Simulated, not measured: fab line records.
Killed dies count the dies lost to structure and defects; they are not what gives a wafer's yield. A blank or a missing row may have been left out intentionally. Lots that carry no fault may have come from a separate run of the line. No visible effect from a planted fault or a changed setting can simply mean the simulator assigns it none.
What tool caused it? :: flow berkeley_cmos170 :: 15 lots with 45 wafers sampled at 5 steps, on a route of 331 steps

WHAT THE GAUGES READ, wafer by wafer
UCB170_ACTIVE_THK_MEAS_03.
lot: L692
measured: day 3 17:46
on: film_metro-02
ACTIVE_OXIDE_THK (nm): 27.3 27.2 27.1

lot: L693
measured: day 4 07:59
on: film_metro-03
ACTIVE_OXIDE_THK (nm): 25.6 26.0 25.7

lot: L697
measured: day 5 06:26
on: film_metro-01
ACTIVE_OXIDE_THK (nm): 25.4 25.8 25.9

lot: L698
measured: day 5 06:28
on: film_metro-02
ACTIVE_OXIDE_THK (nm): 26.6 26.3 27.2

lot: L700
measured: day 5 15:52
on: film_metro-03
ACTIVE_OXIDE_THK (nm): 26.7 27.2 26.4

lot: L701
measured: day 5 23:02
on: film_metro-01
ACTIVE_OXIDE_THK (nm): 27.2 27.2 27.0

lot: L702
measured: day 5 23:02
on: film_metro-02
ACTIVE_OXIDE_THK (nm): 26.8 26.6 26.6

lot: L703
measured: day 6 08:49
on: film_metro-02
ACTIVE_OXIDE_THK (nm): 26.9 27.2 26.6

lot: L704
measured: day 6 13:31
on: film_metro-03
ACTIVE_OXIDE_THK (nm): 26.8 26.7 27.1

lot: L705
measured: day 6 13:31
on: film_metro-01
ACTIVE_OXIDE_THK (nm): 26.2 26.4 26.1

lot: L707
measured: day 7 07:43
on: film_metro-01
ACTIVE_OXIDE_THK (nm): 26.4 26.2 25.9

lot: L711
measured: day 8 06:33
on: film_metro-01
ACTIVE_OXIDE_THK (nm): 26.1 26.2 26.7

lot: L714
measured: day 8 16:32
on: film_metro-01
ACTIVE_OXIDE_THK (nm): 26.7 26.3 26.8

lot: L712
measured: day 8 16:33
on: film_metro-03
ACTIVE_OXIDE_THK (nm): 26.1 26.3 26.6

lot: L713
measured: day 8 16:34
on: film_metro-02
ACTIVE_OXIDE_THK (nm): 25.6 26.1 25.7

UCB170_SDANNEAL_RS_MEAS_05: measures by four-point-probe.
lot: L692
measured: day 6 11:31
on: film_metro-01
NLDD_RS (ohm/sq): 615.8 615.6 614.7

lot: L693
measured: day 7 04:12
on: film_metro-01
NLDD_RS (ohm/sq): 617.8 618.9 616.4

lot: L697
measured: day 8 03:43
on: film_metro-01
NLDD_RS (ohm/sq): 614.7 614.7 614.2

lot: L698
measured: day 8 03:19
on: film_metro-02
NLDD_RS (ohm/sq): 616.7 616.7 618.4

lot: L700
measured: day 8 21:59
on: film_metro-01
NLDD_RS (ohm/sq): 620.6 618.6 620.9

lot: L701
measured: day 8 22:45
on: film_metro-02
NLDD_RS (ohm/sq): 617.5 617.0 616.4

lot: L702
measured: day 8 22:38
on: film_metro-03
NLDD_RS (ohm/sq): 616.9 616.2 617.6

lot: L703
measured: day 9 16:12
on: film_metro-03
NLDD_RS (ohm/sq): 615.9 616.8 614.6

lot: L704
measured: day 9 16:31
on: film_metro-02
NLDD_RS (ohm/sq): 613.7 614.5 612.6

lot: L705
measured: day 9 15:52
on: film_metro-02
NLDD_RS (ohm/sq): 614.9 614.3 616.5

lot: L707
measured: day 10 16:20
on: film_metro-02
NLDD_RS (ohm/sq): 617.4 617.4 616.6

lot: L711
measured: day 11 06:11
on: film_metro-02
NLDD_RS (ohm/sq): 646.8 647.5 646.6

lot: L714
measured: day 11 10:41
on: film_metro-01
NLDD_RS (ohm/sq): 648.3 647.5 648.0

lot: L712
measured: day 11 10:15
on: film_metro-03
NLDD_RS (ohm/sq): 618.1 616.5 616.8

lot: L713
measured: day 11 11:22
on: film_metro-01
NLDD_RS (ohm/sq): 646.8 646.0 649.2

UCB170_V2_THK_MEAS_01.
lot: L692
measured: day 7 08:55
on: film_metro-01
V2_TEOS_THK (nm): 2000 1981 1979

lot: L693
measured: day 7 23:18
on: film_metro-01
V2_TEOS_THK (nm): 1979 1973 2031

lot: L697
measured: day 8 17:55
on: film_metro-01
V2_TEOS_THK (nm): 2000 1998 2056

lot: L698
measured: day 8 18:32
on: film_metro-02
V2_TEOS_THK (nm): 2038 2046 2042

lot: L700
measured: day 9 16:47
on: film_metro-02
V2_TEOS_THK (nm): 1955 1964 1995

lot: L701
measured: day 9 16:55
on: film_metro-01
V2_TEOS_THK (nm): 1986 1996 2029

lot: L702
measured: day 9 16:36
on: film_metro-01
V2_TEOS_THK (nm): 1991 1971 2035

lot: L703
measured: day 10 08:56
on: film_metro-01
V2_TEOS_THK (nm): 2011 2000 2010

lot: L704
measured: day 10 12:07
on: film_metro-01
V2_TEOS_THK (nm): 1995 2020 2033

lot: L705
measured: day 10 09:12
on: film_metro-01
V2_TEOS_THK (nm): 2008 2017 2037

lot: L707
measured: day 11 10:28
on: film_metro-04
V2_TEOS_THK (nm): 1951 1966 1993

lot: L711
measured: day 11 22:25
on: film_metro-01
V2_TEOS_THK (nm): 1983 2003 2022

lot: L714
measured: day 12 05:59
on: film_metro-02
V2_TEOS_THK (nm): 2003 1959 1998

lot: L712
measured: day 12 05:43
on: film_metro-02
V2_TEOS_THK (nm): 2000 1988 1993

lot: L713
measured: day 12 06:07
on: film_metro-02
V2_TEOS_THK (nm): 1990 2010 2015

WHAT TOOL EACH LOT RAN ON (gives the tool, then ch and the chambers of the sampled wafers, and finally the start)
lot: L692
UCB170_NLDD_IMPLANT_08: implanter-03 ch 0, day 5 22:53
UCB170_V1_CVD_00: pecvd-04 ch 0,1,2, day 7 03:05

lot: L693
UCB170_NLDD_IMPLANT_08: implanter-03 ch 0, day 6 16:50
UCB170_V1_CVD_00: pecvd-04 ch 0,2, day 7 15:36

lot: L697
UCB170_NLDD_IMPLANT_08: implanter-02 ch 0, day 7 15:25
UCB170_V1_CVD_00: pecvd-01 ch 0,1,2, day 8 12:11

lot: L698
UCB170_NLDD_IMPLANT_08: implanter-03 ch 0, day 7 15:19
UCB170_V1_CVD_00: pecvd-02 ch 1,2, day 8 12:11

lot: L700
UCB170_NLDD_IMPLANT_08: implanter-03 ch 0, day 8 06:08
UCB170_V1_CVD_00: pecvd-01 ch 1,2, day 9 10:53

lot: L701
UCB170_NLDD_IMPLANT_08: implanter-03 ch 0, day 8 11:43
UCB170_V1_CVD_00: pecvd-02 ch 1, day 9 10:53

lot: L702
UCB170_NLDD_IMPLANT_08: implanter-02 ch 0, day 8 11:58
UCB170_V1_CVD_00: pecvd-04 ch 1,2, day 9 10:53

lot: L703
UCB170_NLDD_IMPLANT_08: implanter-01 ch 0, day 9 03:59
UCB170_V1_CVD_00: pecvd-01 ch 0,2, day 10 01:05

lot: L704
UCB170_NLDD_IMPLANT_08: implanter-03 ch 0, day 9 03:46
UCB170_V1_CVD_00: pecvd-04 ch 0,1,2, day 10 03:34

lot: L705
UCB170_NLDD_IMPLANT_08: implanter-01 ch 0, day 9 03:04
UCB170_V1_CVD_00: pecvd-02 ch 0,1,2, day 10 01:05

lot: L707
UCB170_NLDD_IMPLANT_08: implanter-03 ch 0, day 10 06:44
UCB170_V1_CVD_00: pecvd-04 ch 0,2, day 11 03:47

lot: L711
UCB170_NLDD_IMPLANT_08: implanter-02 ch 0, day 10 17:51
UCB170_V1_CVD_00: pecvd-01 ch 1,2, day 11 16:52

lot: L714
UCB170_NLDD_IMPLANT_08: implanter-02 ch 0, day 11 01:29
UCB170_V1_CVD_00: pecvd-04 ch 0,1, day 12 00:19

lot: L712
UCB170_NLDD_IMPLANT_08: implanter-03 ch 0, day 11 02:22
UCB170_V1_CVD_00: pecvd-02 ch 0,2, day 12 00:19

lot: L713
UCB170_NLDD_IMPLANT_08: implanter-02 ch 0, day 11 02:27
UCB170_V1_CVD_00: pecvd-02 ch 0,1,2, day 12 00:28
- UCB170_NLDD_IMPLANT_08
- UCB170_V1_CVD_00: deposits SiO2 from TEOS/O2, target thk 2000 nm, time 250 s.

AS READ BY THE TOOLS THEMSELVES (means over the sampled wafers that have a number; for cases with no such wafer, the mark the record gives instead)
UCB170_NLDD_IMPLANT_08.
lot: L692
tool: implanter-03
tilt_deg (degrees): 7.004

lot: L693
tool: implanter-03
tilt_deg (degrees): 7.008

lot: L697
tool: implanter-02
tilt_deg (degrees): 6.993

lot: L698
tool: implanter-03
tilt_deg (degrees): 7.002

lot: L700
tool: implanter-03
tilt_deg (degrees): 7.008

lot: L701
tool: implanter-03
tilt_deg (degrees): 7.000

lot: L702
tool: implanter-02
tilt_deg (degrees): 6.985

lot: L703
tool: implanter-01
tilt_deg (degrees): 6.972

lot: L704
tool: implanter-03
tilt_deg (degrees): 6.991

lot: L705
tool: implanter-01
tilt_deg (degrees): 7.013

lot: L707
tool: implanter-03
tilt_deg (degrees): 7.005

lot: L711
tool: implanter-02
tilt_deg (degrees): 7.014

lot: L714
tool: implanter-02
tilt_deg (degrees): 7.011

lot: L712
tool: implanter-03
tilt_deg (degrees): 6.980

lot: L713
tool: implanter-02
tilt_deg (degrees): 6.990

UCB170_V1_CVD_00.
lot: L692
tool: pecvd-04
heater_power_w (W): 259
rf_fwd_power_W (W): 547.5

lot: L693
tool: pecvd-04
heater_power_w (W): 281
rf_fwd_power_W (W): 549.5

lot: L697
tool: pecvd-01
heater_power_w (W): 301
rf_fwd_power_W (W): 548.8

lot: L698
tool: pecvd-02
heater_power_w (W): 221
rf_fwd_power_W (W): 550.5

lot: L700
tool: pecvd-01
heater_power_w (W): 342
rf_fwd_power_W (W): 551.3

lot: L701
tool: pecvd-02
heater_power_w (W): 224
rf_fwd_power_W (W): 549.5

lot: L702
tool: pecvd-04
heater_power_w (W): 241
rf_fwd_power_W (W): 548.9

lot: L703
tool: pecvd-01
heater_power_w (W): 227
rf_fwd_power_W (W): 548.8

lot: L704
tool: pecvd-04
heater_power_w (W): 255
rf_fwd_power_W (W): 549.2

lot: L705
tool: pecvd-02
heater_power_w (W): 197
rf_fwd_power_W (W): 549.6

lot: L707
tool: pecvd-04
heater_power_w (W): 269
rf_fwd_power_W (W): 547.0

lot: L711
tool: pecvd-01
heater_power_w (W): 325
rf_fwd_power_W (W): 548.4

lot: L714
tool: pecvd-04
heater_power_w (W): 304
rf_fwd_power_W (W): 549.4

lot: L712
tool: pecvd-02
heater_power_w (W): 221
rf_fwd_power_W (W): 549.5

lot: L713
tool: pecvd-02
heater_power_w (W): 219
rf_fwd_power_W (W): 549.6

THE ANSWER, worked out from the rows above alone
Rule: usual is defined by the lots themselves. Put in order of their means at a reading, lots are off if they are a third of the lots or fewer, leave a main group of 4 or more, and stand apart from it by a gap of 3 or more times the standard deviation of the main group's means; of several such gaps the widest counts. A main group whose means are all the same, to the digits that the tables above print for the reading, isn't used. Also off: a lot with no number at a reading for which 4 or more lots have one. The other lots that the step has rows for count as sound. First the gauges in route order, then the tools' own readings, where a lot's mean is used as printed above. At the first step where some lot is off, the reading lying furthest off is the one used; lots without a number count as furthest.
Off: L711, L714, L713, seen at UCB170_SDANNEAL_RS_MEAS_05 (NLDD_RS). The main group: mean 616.5 ohm/sq, standard deviation 1.6.
A tool fits if, at a process step before that reading, it ran every lot that is off, and no sound lot after the first of them. Those tools and the gauges at UCB170_SDANNEAL_RS_MEAS_05 are tried in the same way. One fits: implanter-02 at UCB170_NLDD_IMPLANT_08. A fault onset in the window from L702 (day 8 11:58, its last sound lot) to L711 (day 10 17:51, its first lot off) fits.

WHAT THE SIMULATOR HAD INSERTED
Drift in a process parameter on implanter-02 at UCB170_NLDD_IMPLANT_08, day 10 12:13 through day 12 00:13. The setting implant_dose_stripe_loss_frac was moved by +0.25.
Shown lots that were struck: L711, L714, L713. The rule above found the same.
